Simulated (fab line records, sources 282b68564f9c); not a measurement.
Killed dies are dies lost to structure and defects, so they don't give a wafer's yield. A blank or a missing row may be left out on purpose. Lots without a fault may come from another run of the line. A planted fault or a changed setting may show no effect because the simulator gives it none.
Split-lot experiment | flow rit_cmos | 5 lots, 23 wafers read, on a route of 202 steps

THE SPLIT
At RIT_NWELL_COAT_01 (resist thk 1300 nm), the setting spin_rpm was moved away from the recipe's 2000 rpm on 7 of the 23 wafers read, by -7.4% to +4.7%. The other wafers ran this setting at the recipe's value.

The reading is taken at the split's own step.

THE READING
NOVOLAK_of_NWELL_COAT_01.thk_nm (the simulator's own value, which no gauge read), in nm, at RIT_NWELL_COAT_01 (resist thk 1300 nm). The file gives no usual value for it. The 16 wafers here that ran the recipe average 1302 nm, standard deviation 4.6 nm.

wafer  | tool, chamber at the split | spin_rpm as run, rpm | against the recipe | NOVOLAK_of_NWELL_COAT_01.thk_nm, nm | against lot-mates on the recipe
L074.1 | litho_track-01, 0          | 1891                 | -5.4%              | 1344                                | +39
L074.2 | litho_track-01, 0          | 1891                 | -5.4%              | 1348                                | +43
L074.3 | litho_track-01, 0          | 2000                 | recipe             | 1307                                | -
L074.5 | litho_track-01, 0          | 2000                 | recipe             | 1303                                | -
L074.6 | litho_track-01, 0          | 2000                 | recipe             | 1305                                | -
L079.1 | litho_track-03, 0          | 2000                 | recipe             | 1307                                | -
L079.2 | litho_track-03, 0          | 2000                 | recipe             | 1303                                | -
L079.3 | litho_track-03, 0          | 2000                 | recipe             | 1301                                | -
L079.5 | litho_track-03, 0          | 2000                 | recipe             | 1305                                | -
L079.6 | litho_track-03, 0          | 2000                 | recipe             | 1305                                | -
L080.1 | litho_track-02, 0          | 2000                 | recipe             | 1305                                | -
L080.3 | litho_track-02, 0          | 2000                 | recipe             | 1305                                | -
L080.2 | litho_track-02, 0          | 2094                 | +4.7%              | 1277                                | -28
L080.4 | litho_track-02, 0          | 2094                 | +4.7%              | 1273                                | -32
L080.5 | litho_track-02, 0          | 2094                 | +4.7%              | 1274                                | -31
L084.1 | litho_track-02, 0          | 2000                 | recipe             | 1301                                | -
L084.2 | litho_track-02, 0          | 2000                 | recipe             | 1304                                | -
L084.3 | litho_track-02, 0          | 2000                 | recipe             | 1306                                | -
L085.1 | litho_track-01, 0          | 1852                 | -7.4%              | 1339                                | +46
L085.2 | litho_track-01, 0          | 1852                 | -7.4%              | 1344                                | +51
L085.4 | litho_track-01, 0          | 2000                 | recipe             | 1294                                | -
L085.6 | litho_track-01, 0          | 2000                 | recipe             | 1294                                | -
L085.5 | litho_track-01, 0          | 2000                 | recipe             | 1292                                | -

THE FIT
A straight line over all 23 wafers: NOVOLAK_of_NWELL_COAT_01.thk_nm changes by -6.12 nm for each +1% of spin_rpm; r = -0.96; the points scatter about the line by 5.6 nm.
The same after taking each lot's own level away (the mean of its wafers on the recipe; 23 wafers): -6.73 nm for each +1%; r = -0.99; scatter 2.4 nm.
On that fit, the largest move of spin_rpm shifts the reading by 50 nm.
The lots' own levels span 1293.3 to 1305.0 nm, that is 2.5 times the standard deviation above.
So the lot-to-lot level changes the slope little: the two slopes agree.
Check: with one of the wafers moved furthest among these (-7.4%) left out of the fit, the line predicts +51.7 nm for it against its lot-mates. It came out at +45.7 nm against them.

OTHER SPLITS ON THESE WAFERS
These wafers also went through other splits before the reading. Each is held against what the fit with the lots' levels taken away leaves over:
other split on the same wafers      | wafers away from the commonest value | r with NOVOLAK_of_NWELL_COAT_01.thk_nm (lot level and that fit taken away)
RIT_ACTIVE_CVD_03 sih2cl2_flow_sccm | 18                                   | +0.19
RIT_ACTIVE_EXPOSE_08 dose_mj        | 8                                    | -0.37

THE FILE'S OWN FIT
NOVOLAK_of_NWELL_COAT_01.thk_nm changes by -6.77 nm for each +1% of spin_rpm, r = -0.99.
